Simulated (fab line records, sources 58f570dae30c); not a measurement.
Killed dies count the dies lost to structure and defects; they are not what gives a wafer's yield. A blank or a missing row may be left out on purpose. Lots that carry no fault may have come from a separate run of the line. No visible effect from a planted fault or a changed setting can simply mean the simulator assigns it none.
Code-filled problem report in 8D (eight disciplines) form / flow berkeley cmos170 / the parts of the form that need people (team, actions taken, sign-off) are left out

== 1. WHAT IS WRONG ==
Mean GATE_OXIDE_THK at UCB170_GATE_THK_MEAS_02: 5.80 nm over 6 wafers in 2 lots; fault-free wafers: 6.57 nm, standard deviation 0.085. Measured from the usual mean, that is -9.1 standard deviations.
Seen first at day 8 17:41 on film metro-03, wafer L904.1. Wafers with a number at this step in the record: 42, from 14 lots. By rule, "out" or "out of limits" means more than 4 standard deviations away from the usual mean. The rest of the wafers with a number are treated as sound.

== 2. WHAT IT IS, AND WHAT IT ISN'T ==
question=which readings at this step | is=GATE_OXIDE_THK | is not=-
question=which lots | is=L904, L905 | is not=L895, L896, L898, L899, L901, L903, L909, L910, L912, L913, L916, L918
question=which wafers of those lots | is=all that have a number | is not=-
question=read on which gauges | is=film metro-02, film metro-03 | is not=film metro-04
question=when | is=from day 8 17:41 | is not=up to then (18 sound wafers); but 18 sound wafers of L909, L910, L912, L913, L916, L918 came after

== 3. SUSPECTS, AND WHAT RULES EACH OUT ==
Counting: any tool at a process step up to the reading is kept as a suspect provided that every lot that is out went through it and no sound lot did after the first of them.
- the gauge at UCB170_GATE_THK_MEAS_02 has been ruled out. 2 gauges (film metro-02, film metro-03) read the wafers that are out.
- furnace-02 at UCB170_GATE_OXIDATION_01 (target thk 6.6 nm, ox time 1800 s): kept. It ran every lot that is out, first L904 (day 8 16:10), and no sound lot after that; its last sound lot up to then is L898 (day 8 08:38). Its own readings are out on those wafers: spike tc centre C, spike tc source C, tube center temp C, tube_center_temp_C_max.
The count leaves furnace-02 at UCB170_GATE_OXIDATION_01.

== 4. THE CAUSE (what the simulator had put in) ==
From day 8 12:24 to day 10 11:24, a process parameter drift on furnace-02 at UCB170_GATE_OXIDATION_01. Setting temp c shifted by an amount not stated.
This tool alone remained once counting was done.

== 5. SEQUENCE OF EFFECTS, ordered by route ==
Rows list readings where the struck wafers' mean (over those with a number) sits beyond 3 standard deviations from the usual. Only readings whose record carries a usual standard deviation are examined. hours: median over the lots of the time between each lot's start at the first step of this table that gives one and its start at this step. sigmas: the change, counted in usual standard deviations.
hours=0; step=UCB170_GATE_OXIDATION_01; reading=spike tc centre C; usual=852.8 C; on struck wafers=843.5; change=-9.3; sigmas=-7.2
hours=0; step=UCB170_GATE_OXIDATION_01; reading=spike tc load C; usual=873.4 C; on struck wafers=862.8; change=-10.6; sigmas=-4.3
hours=0; step=UCB170_GATE_OXIDATION_01; reading=spike tc source C; usual=872.0 C; on struck wafers=861.1; change=-10.9; sigmas=-5.7
hours=0; step=UCB170_GATE_OXIDATION_01; reading=tube center temp C; usual=850 C; on struck wafers=841; change=-9; sigmas=-99 or more
hours=0; step=UCB170_GATE_OXIDATION_01; reading=tube_center_temp_C_max; usual=852.2; on struck wafers=843.2; change=-9.0; sigmas=-25
hours=2; step=UCB170_GATE_THK_MEAS_02; reading=GATE_OXIDE_THK; usual=6.57 nm; on struck wafers=5.80; change=-0.77; sigmas=-9.1
Its process steps:
- UCB170_GATE_OXIDATION_01: target thk 6.6 nm, ox time 1800 s.
At these later measuring or inspecting steps, every struck wafer for which the step has a row has a number for every such reading, and none has moved that far: UCB170_NLDD_CD_MEAS_06.

== 6. HOW IT WOULD HAVE BEEN CAUGHT EARLIER ==
The first out-of-limits reading at a measuring or inspecting step in this record came at day 8 17:41, 5 hours after the fault's start at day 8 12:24.
At UCB170_GATE_OXIDATION_01, the tool's own readings (spike tc centre C, spike tc source C, tube center temp C, tube_center_temp_C_max) were out on each struck wafer the step has a row for, so an alarm limit on them would have fired on the first such wafer.
By day 8 17:41, every lot that is out (2) had started UCB170_GATE_OXIDATION_01 on furnace-02. None of them would have been spared by holding the tool at that moment.
